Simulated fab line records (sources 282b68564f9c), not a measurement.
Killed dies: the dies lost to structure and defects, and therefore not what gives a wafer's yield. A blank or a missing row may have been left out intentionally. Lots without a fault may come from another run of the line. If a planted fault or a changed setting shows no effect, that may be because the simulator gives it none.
fab line records -- flow rit-cmos
record: lots: 14, wafers: 42, last-day: 7
route steps=202 shown NRETRO@62 NSD@137 SDANNEAL@153 M1@185
lots untouched by any fault: they come from a run of this same line in which no faults occurred
start-h: start of the lot's first displayed wafer, in hours after the record's first day -- wait-h: hours since the lot's step before -- " repeats the value in the row above -- L1.1+2: one row covering several wafers at once -- - no value present, or no start provided -- * or withheld: withheld -- < > ~ a bound
route shown NAME@n: a module of which the file shows steps, and the number in the route of the first -- usual: mean/standard deviation of fault-free wafers -- same: alike in all rows -- chamber/n: place in a boat -- sites: each site's reading -- _std_site: the values' standard deviation -- _edge_site: outer sites' mean less inner sites' -- radius-mm: how far each site lies from the wafer's centre -- mask NAME#n: copy n -- behind: the last tool/chamber to shape the wafer -- hold: cause of the lot's hold/its duration in hours/its outcome -- device: whichever transistor did not switch (one of n, p or np) -- end of line: tests run on the same wafers once the route is complete -- step lacking rows: just its recipe -- killed: not the wafer's yield, but the dies lost to structure and defects at the first sort -- map: shows each die of a wafer: x if killed, . if not, _ if none is there
set.NAME: the setting as run; set.NAME@STEP: as run at that earlier step -- model.NAME: the simulator's own value behind a step, which no gauge read
route steps across a sampled set of lots; one table per step, one row per wafer
services: a tool's chamber out of use, with start hour (start-h, from the record's first day; less than 0 if before it), hours out, and reason
== steps ==
step: RIT_NRETRO_STRIP_09
recipe: chemistry: O2, time-s: 180, resist: NOVOLAK, platen-temp-c: withheld, power-w: 500, pressure-mtorr: 4000, o2-flow-sccm: 4000
usual: drypump-motor-current-A: 5.7/0.4
same: time-s: 180
lot.wafer,tool,chamber,start-h,wait-h,drypump-motor-current-A,rf-hours-counter-h
L581.2,plasma-asher-02,0,31.34,0.1,6.2,22
L581.3,plasma-asher-02,0,31.34,0.1,6.2,-
L581.4,plasma-asher-02,1,31.34,0.1,6.0,-
L582.1,plasma-asher-01,0,35.58,0.1,5.4,38
L582.3,plasma-asher-01,1,35.58,0.1,6.0,-
L582.6,plasma-asher-01,0,35.58,0.1,5.4,-
L583.3,plasma-asher-02,1,39.52,0.1,6.0,-
L583.4,plasma-asher-02,0,39.52,0.1,6.2,-
L583.5,plasma-asher-02,1,39.52,0.1,6.0,-
L584.1,plasma-asher-02,1,44.64,0.1,6.0,24
L584.2,plasma-asher-02,0,44.64,0.1,6.3,24
L584.6,plasma-asher-02,0,44.64,0.1,6.3,-
L585.1,plasma-asher-03,1,50.69,0.1,5.4,42
L585.4,plasma-asher-03,1,50.69,0.1,5.5,-
L585.5,plasma-asher-03,0,50.69,0.1,5.3,-
L593.2,plasma-asher-03,1,90.70,0.1,5.5,46
L593.3,plasma-asher-03,1,90.70,0.1,5.5,-
L593.5,plasma-asher-03,1,90.70,0.1,5.5,-
L595.3,plasma-asher-01,1,99.53,0.1,6.0,-
L595.4,plasma-asher-01,0,99.53,0.1,5.4,-
L595.5,plasma-asher-01,0,99.53,0.1,5.4,-
L597.2,plasma-asher-03,1,109.78,0.1,5.4,48
L597.3,plasma-asher-03,0,109.78,0.1,5.2,-
L597.6,plasma-asher-03,1,109.78,0.1,5.4,-
L598.3,plasma-asher-03,1,115.83,0.1,5.5,-
L598.4,plasma-asher-03,0,115.83,0.1,5.2,-
L598.5,plasma-asher-03,0,115.83,0.1,5.2,-
L599.2,plasma-asher-02,1,120.29,0.1,6.0,32
L599.4,plasma-asher-02,0,120.29,0.1,6.2,-
L599.5,plasma-asher-02,0,120.29,0.1,6.2,-
L600.3,plasma-asher-02,0,124.12,0.1,6.3,-
L600.4,plasma-asher-02,1,124.12,0.1,6.0,-
L600.5,plasma-asher-02,0,124.12,0.1,6.3,-
L601.1,plasma-asher-03,0,129.24,0.1,5.3,50
L601.2,plasma-asher-03,1,129.24,0.1,5.4,50
L601.6,plasma-asher-03,0,129.24,0.1,5.2,-
L603.3,plasma-asher-03,0,140.69,0.1,5.2,-
L603.4,plasma-asher-03,1,140.69,0.1,5.4,-
L603.5,plasma-asher-03,0,140.69,0.1,5.2,-
L604.1,plasma-asher-02,1,147.11,0.1,6.0,35
L604.2,plasma-asher-02,0,147.11,0.1,6.3,35
L604.3,plasma-asher-02,1,147.11,0.1,6.0,-
step: RIT_NSD_OVL_MEAS_06
usual: NSD_OVL: -0.6/1.1
lot.wafer,tool,chamber,start-h,wait-h,NSD_OVL[nm]
L581.2,overlay-02,-,48.12,-,-1.2
L581.3,overlay-02,-,48.12,-,-2.2
L581.4,overlay-02,-,48.12,-,-0.6
L582.1,overlay-02,-,52.42,-,-0.6
L582.3,overlay-02,-,52.42,-,-1.1
L582.6,overlay-02,-,52.42,-,-0.9
L583.3,overlay-02,-,58.96,-,1.3
L583.4,overlay-02,-,58.96,-,0.2
L583.5,overlay-02,-,58.96,-,0.0
L584.1,overlay-01,-,63.21,-,-0.2
L584.2,overlay-01,-,63.21,-,-0.6
L584.6,overlay-01,-,63.21,-,-0.5
L585.1,overlay-02,-,67.69,-,0.5
L585.4,overlay-02,-,67.69,-,-0.8
L585.5,overlay-02,-,67.69,-,-0.3
L593.2,overlay-02,-,107.62,-,-0.6
L593.3,overlay-02,-,107.62,-,-1.3
L593.5,overlay-02,-,107.62,-,-1.4
L595.3,overlay-02,-,117.34,-,-0.3
L595.4,overlay-02,-,117.34,-,0.1
L595.5,overlay-02,-,117.34,-,0.2
L597.2,overlay-01,-,126.43,-,1.1
L597.3,overlay-01,-,126.43,-,1.7
L597.6,overlay-01,-,126.43,-,0.2
L598.3,overlay-01,-,133.06,-,-0.5
L598.4,overlay-01,-,133.06,-,0.5
L598.5,overlay-01,-,133.06,-,-0.1
L599.2,overlay-02,-,137.77,-,-3.1
L599.4,overlay-02,-,137.77,-,-1.1
L599.5,overlay-02,-,137.77,-,-2.4
L600.3,overlay-01,-,143.37,-,-1.3
L600.4,overlay-01,-,143.37,-,-1.2
L600.5,overlay-01,-,143.37,-,-0.8
L601.1,overlay-01,-,150.01,-,-0.9
L601.2,overlay-01,-,150.01,-,-1.2
L601.6,overlay-01,-,150.01,-,-1.5
L603.3,overlay-01,-,157.59,-,-0.7
L603.4,overlay-01,-,157.59,-,0.0
L603.5,overlay-01,-,157.59,-,-1.6
L604.1,overlay-01,-,164.50,-,0.4
L604.2,overlay-01,-,164.50,-,0.9
L604.3,overlay-01,-,164.50,-,-1.0
step: RIT_SDANNEAL_CLEAN_00
recipe: chemistry: SC1, mix: 3:3:50, time-s: 600, temp-c: 75
usual: temp-c: 74.99/0.12
same: time-s: 600
lot.wafer,tool,chamber,start-h,wait-h,temp-c
L581.2,wet-bench-02,3,50.10,0.0,74.95
L581.3,wet-bench-02,3,50.10,0.0,74.94
L581.4,wet-bench-02,3,50.10,0.0,75.14
L582.1,wet-bench-02,1,54.59,0.1,75.17
L582.3,wet-bench-02,1,54.59,0.1,74.92
L582.6,wet-bench-02,1,54.59,0.1,74.99
L583.3,wet-bench-02,1,61.12,0.0,74.17
L583.4,wet-bench-02,1,61.12,0.0,74.39
L583.5,wet-bench-02,1,61.12,0.0,74.42
L584.1,wet-bench-02,1,65.20,0.1,74.27
L584.2,wet-bench-02,1,65.20,0.1,74.25
L584.6,wet-bench-02,1,65.20,0.1,74.21
L585.1,wet-bench-04,1,69.81,0.1,74.77
L585.4,wet-bench-04,1,69.81,0.1,74.93
L585.5,wet-bench-04,1,69.81,0.1,74.94
L593.2,wet-bench-03,1,109.61,0.0,75.10
L593.3,wet-bench-03,1,109.61,0.0,75.01
L593.5,wet-bench-03,1,109.61,0.0,74.98
L595.3,wet-bench-03,0,119.32,0.0,75.00
L595.4,wet-bench-03,0,119.32,0.0,75.25
L595.5,wet-bench-03,0,119.32,0.0,74.93
L597.2,wet-bench-02,1,128.54,0.0,75.02
L597.3,wet-bench-02,1,128.54,0.0,74.95
L597.6,wet-bench-02,1,128.54,0.0,74.96
L598.3,wet-bench-04,1,135.04,0.0,74.97
L598.4,wet-bench-04,1,135.04,0.0,75.03
L598.5,wet-bench-04,1,135.04,0.0,74.85
L599.2,wet-bench-04,3,139.84,0.0,74.79
L599.4,wet-bench-04,3,139.84,0.0,74.84
L599.5,wet-bench-04,3,139.84,0.0,74.85
L600.3,wet-bench-02,0,145.51,0.0,74.72
L600.4,wet-bench-02,0,145.51,0.0,74.95
L600.5,wet-bench-02,0,145.51,0.0,74.87
L601.1,wet-bench-03,0,152.00,0.1,75.00
L601.2,wet-bench-03,0,152.00,0.1,75.19
L601.6,wet-bench-03,0,152.00,0.1,74.82
L603.3,wet-bench-04,3,159.99,0.0,75.07
L603.4,wet-bench-04,3,159.99,0.0,75.07
L603.5,wet-bench-04,3,159.99,0.0,75.01
L604.1,wet-bench-02,3,166.80,0.1,75.16
L604.2,wet-bench-02,3,166.80,0.1,75.20
L604.3,wet-bench-02,3,166.80,0.1,75.14
step: RIT_M1_RS_MEAS_01
recipe: thk-meas-gauge: four-point-probe, reads: Al_of_M1_SPUTTER_00
usual: M1_AL_RS: 0.0734/0.00078
lot.wafer,tool,chamber,start-h,wait-h,M1_AL_RS[ohm/sq]
L581.2,film-metro-01,-,54.40,0.2,0.0737
L581.3,film-metro-01,-,54.40,0.2,0.0730
L581.4,film-metro-01,-,54.40,0.2,0.0736
L582.1,film-metro-03,-,58.66,0.1,0.0727
L582.3,film-metro-03,-,58.66,0.1,0.0723
L582.6,film-metro-03,-,58.66,0.1,0.0732
L583.3,film-metro-01,-,65.24,0.2,0.0729
L583.4,film-metro-01,-,65.24,0.2,0.0722
L583.5,film-metro-01,-,65.24,0.2,0.0723
L584.1,film-metro-01,-,69.49,0.1,0.0741
L584.2,film-metro-01,-,69.49,0.1,0.0733
L584.6,film-metro-01,-,69.49,0.1,0.0734
L585.1,film-metro-01,-,73.75,0.1,0.0730
L585.4,film-metro-01,-,73.75,0.1,0.0741
L585.5,film-metro-01,-,73.75,0.1,0.0741
L593.2,film-metro-01,-,113.68,0.2,0.0721
L593.3,film-metro-01,-,113.68,0.2,0.0735
L593.5,film-metro-01,-,113.68,0.2,0.0726
L595.3,film-metro-04,-,123.44,0.2,0.0734
L595.4,film-metro-04,-,123.44,0.2,0.0735
L595.5,film-metro-04,-,123.44,0.2,0.0746
L597.2,film-metro-01,-,132.65,0.2,0.0719
L597.3,film-metro-01,-,132.65,0.2,0.0716
L597.6,film-metro-01,-,132.65,0.2,0.0722
L598.3,film-metro-03,-,139.02,0.2,0.0728
L598.4,film-metro-03,-,139.02,0.2,0.0726
L598.5,film-metro-03,-,139.02,0.2,0.0725
L599.2,film-metro-03,-,144.05,0.2,0.0723
L599.4,film-metro-03,-,144.05,0.2,0.0724
L599.5,film-metro-03,-,144.05,0.2,0.0727
L600.3,film-metro-01,-,149.61,0.2,0.0747
L600.4,film-metro-01,-,149.61,0.2,0.0741
L600.5,film-metro-01,-,149.61,0.2,0.0743
L601.1,film-metro-03,-,156.10,0.1,0.0741
L601.2,film-metro-03,-,156.10,0.1,0.0736
L601.6,film-metro-03,-,156.10,0.1,0.0750
L603.3,film-metro-01,-,164.13,0.2,0.0736
L603.4,film-metro-01,-,164.13,0.2,0.0736
L603.5,film-metro-01,-,164.13,0.2,0.0739
L604.1,film-metro-01,-,170.91,0.1,0.0743
L604.2,film-metro-01,-,170.91,0.1,0.0738
L604.3,film-metro-01,-,170.91,0.1,0.0750
step: RIT_M1_PROBE_99
usual: killed_at_M0_to_M3: 0.0/0.14, killed-at-contacts: 0.0/0.22, killed-at-front-end: 7/3, killed-dies: 7/3.1, killed-open: 3.4/2.1, killed-short: 3.2/1.9
same: gross-dies: 264, killed_at_M4_up: 0, killed-at-back-side: 0, killed-at-other: 0
lot.wafer,tool,chamber,start-h,wait-h,killed_at_M0_to_M3,killed-at-contacts,killed-at-front-end,killed-dies,killed-open,killed-short
L600.3,prober-01,-,153.39,0.2,0,0,3,3,1,2
L600.4,prober-01,-,153.44,0.2,0,0,5,5,1,4
L600.5,prober-01,-,153.49,0.2,0,0,5,5,4,1
L604.1,prober-01,-,175.09,0.1,0,0,6,6,3,3
L604.2,prober-01,-,175.14,0.1,0,0,4,4,1,3
L604.3,prober-01,-,175.19,0.2,0,0,3,3,2,1
killed by level:class
L600.3 FOX1:geometric-particle:short=1 FOX1:geometric-particle:open=1 GATE:geometric-particle:short=1
L600.4 SPACER:geometric-particle:short=2 GATE:geometric-particle:short=1 REOX:geometric-particle:short=1 SPACER:geometric-particle:open=1
L600.5 GATE:geometric-particle:open=2 FOX1:geometric-particle:open=1 REOX:geometric-particle:open=1 SILICIDE:geometric-particle:short=1
L604.1 SILICIDE:geometric-particle:open=2 FOX1:geometric-particle:short=1 GATE:geometric-particle:short=1 REOX:geometric-particle:open=1 SILICIDE:geometric-particle:short=1
L604.2 FOX2:geometric-particle:short=1 GATE:geometric-particle:short=1 REOX:geometric-particle:short=1 SILICIDE:geometric-particle:open=1
L604.3 GATE:geometric-particle:open=2 GATE:geometric-particle:short=1
== services ==
tool,chamber,start-h,hours,kind
plasma-asher-01,-,17.66,12.7,repair
wet-bench-04,-,82.53,3.8,repair
plasma-asher-01,-,108.75,9.0,pm
plasma-asher-01,0,108.75,9.0,vent-cycle
plasma-asher-01,1,108.75,9.0,vent-cycle
plasma-asher-03,-,114.87,0.8,repair
plasma-asher-01,0,117.75,-,clean
plasma-asher-01,1,117.75,-,clean
wet-bench-04,-,122.70,1.9,pm
plasma-asher-02,-,153.84,2.0,repair
plasma-asher-01,-,161.47,3.1,repair
== key ==
first-sign: step: RIT_SDANNEAL_CLEAN_00, reading: temp-c, direction: down, sigmas: 6, usual: *, struck: *
effect none on later readings
met-at RIT_SDANNEAL_CLEAN_00
struck-lots L583,L584
struck-wafers L583.3,L583.4,L583.5,L584.1,L584.2,L584.6
tester-left-out L583,L584
not-acting-at RIT_NRETRO_STRIP_09,RIT_NSD_OVL_MEAS_06,RIT_M1_RS_MEAS_01
onset-between 54.59 61.12
fault: kind: process-parameter-drift, tool: wet-bench-02, chamber: 1, onset-h: 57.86, steps: RIT_SDANNEAL_CLEAN_00, channel: temp-c, offset: *, shape: step, end-h: 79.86, acts-in: *, stated: *
tester-left-out: of these lots the tester's yield and bins aren't shown, on N5 and GAA mostly nor the transistor test; their killed dies are dies lost to structure and defects alone, not to doping, threshold or leakage, so they don't give the yield
